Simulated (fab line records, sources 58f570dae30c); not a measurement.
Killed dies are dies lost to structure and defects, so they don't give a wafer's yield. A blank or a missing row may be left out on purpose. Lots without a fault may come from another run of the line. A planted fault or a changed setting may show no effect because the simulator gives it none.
A struck lot beside a sound one | flow berkeley_cmos170 | 18 steps out of a route of 331
Sound: wafers L414.1, L414.5, L414.6. Struck: wafers L422.1, L422.4, L422.6. The cause comes at the end.
At each step with rows: each side's tool, then ch and its chambers, then its first start. Under that, the readings that differ: sound wafers | struck wafers | difference of the means | sigmas: that difference in standard deviations of wafers without a fault.
alike: readings whose means differ by less than 2 such deviations, and words and numbers that are the same on both sides. not compared: withheld readings, readings that some wafer has no value for, bounds like >300 that may hide the same value, and numbers for which the record gives no deviation and whose values overlap.
The two part at a step that has a row with sigmas, a row that says differs or no value, or rows on one side only. Numbers that don't overlap but have no deviation are shown without sigmas and don't part them. A reading that every wafer of one side lacks parts them only if that side has two wafers or more.

first, 1 step without rows for these wafers: UCB170_CONTACT_CLEAN_20 (cleans in SPM, time 600 s).
UCB170_M1_SPUTTER_00: material Al, target thk 600 nm, time 80 s.
  sound on pvd_sputter-02, day 7 23:55; struck on pvd_sputter-02, day 9 19:02
  alike: throttle_valve_pct
UCB170_M1_RS_MEAS_01: measures by four-point-probe.
  sound on film_metro-03, day 7 23:59; struck on film_metro-02, day 9 19:05
  alike: M1_AL_RS
UCB170_M1_THK_MEAS_02: measures by xrf.
  sound on film_metro-03, day 8 00:06; struck on film_metro-02, day 9 19:13
  alike: M1_AL_THK
then, 6 steps without rows for these wafers: UCB170_M1_COAT_03; UCB170_M1_COAT_04 (resist thk 900 nm); UCB170_M1_SOFTBAKE_05 (time 60 s); UCB170_M1_EXPOSE_06 (exposes mask METAL1, target cd 700 nm); UCB170_M1_PEB_07; UCB170_M1_DEVELOP_08 (develop time 45 s).
UCB170_M1_CD_MEAS_09: target cd 700 nm.
  sound on cd_sem-02, day 8 01:41; struck on cd_sem-02, day 9 20:07
  alike: cd_nm
UCB170_M1_OVL_MEAS_10:
  sound on overlay-01, day 8 01:48; struck on overlay-01, day 9 20:14
  alike: M1_OVL
UCB170_M1_ETCH_11: etches BARC in N2/H2.
  sound on rie_diel-02 ch 0,1,2, day 8 01:50; struck on rie_diel-02 ch 0,2,3, day 9 20:16
  reading               | sound             | struck            | difference | sigmas
  oes_product_au (a.u.) | 1.004 1.035 0.971 | 1.481 1.434 1.401 | +0.435     | +18
  model.M1.cd_nm (nm)   | 698.6 698.7 698.6 | 693.4 695.2 696.1 | -3.7       |
  alike: bias_w, chamber_pressure_mTorr, drypump_motor_current_A, throttle_valve_pct
UCB170_M1_METAL_ETCH_12: etches Al in Cl2/BCl3, stops on PSG, target depth 780 nm, time 130 s.
  sound on rie_metal-02 ch 0,1, day 8 01:53; struck on rie_metal-02 ch 0,1, day 9 20:19
  reading             | sound             | struck            | difference | sigmas
  model.M1.cd_nm (nm) | 698.4 696.5 698.5 | 689.4 691.2 693.4 | -6.5       |
  alike: bcl3_flow_sccm, bias_w, chamber_pressure_mTorr, drypump_motor_current_A, oes_product_au, throttle_valve_pct
  not compared: rf_hours_counter_h
UCB170_M1_STRIP_13: strips in O2.
  sound on plasma_asher-02 ch 0,1, day 8 02:01; struck on plasma_asher-03 ch 0, day 9 20:27
  alike: chamber_pressure_mTorr, drypump_motor_current_A, oes_product_au
  not compared: rf_hours_counter_h
UCB170_M1_CD_MEAS_90: target cd 700 nm.
  sound on cd_sem-01, day 8 02:07; struck on cd_sem-02, day 9 20:57
  reading    | sound             | struck            | difference | sigmas
  cd_nm (nm) | 698.2 696.4 698.2 | 689.2 691.0 693.5 | -6.4       | -3
  not compared: hold
then, 1 step without rows for these wafers: UCB170_M1_ANNEAL_14 (time 1200 s).
UCB170_M3_PROBE_99:
  the record has rows for the sound wafers here (prober-02, day 8 17:41) and none for the struck ones

WHERE THEY PART
First at UCB170_M1_ETCH_11; last, within this record, at UCB170_M3_PROBE_99.

WHY: what the simulator had put in
Process parameter drift: rie_diel-02, from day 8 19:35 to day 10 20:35, at UCB170_M1_ETCH_11. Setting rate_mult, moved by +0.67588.
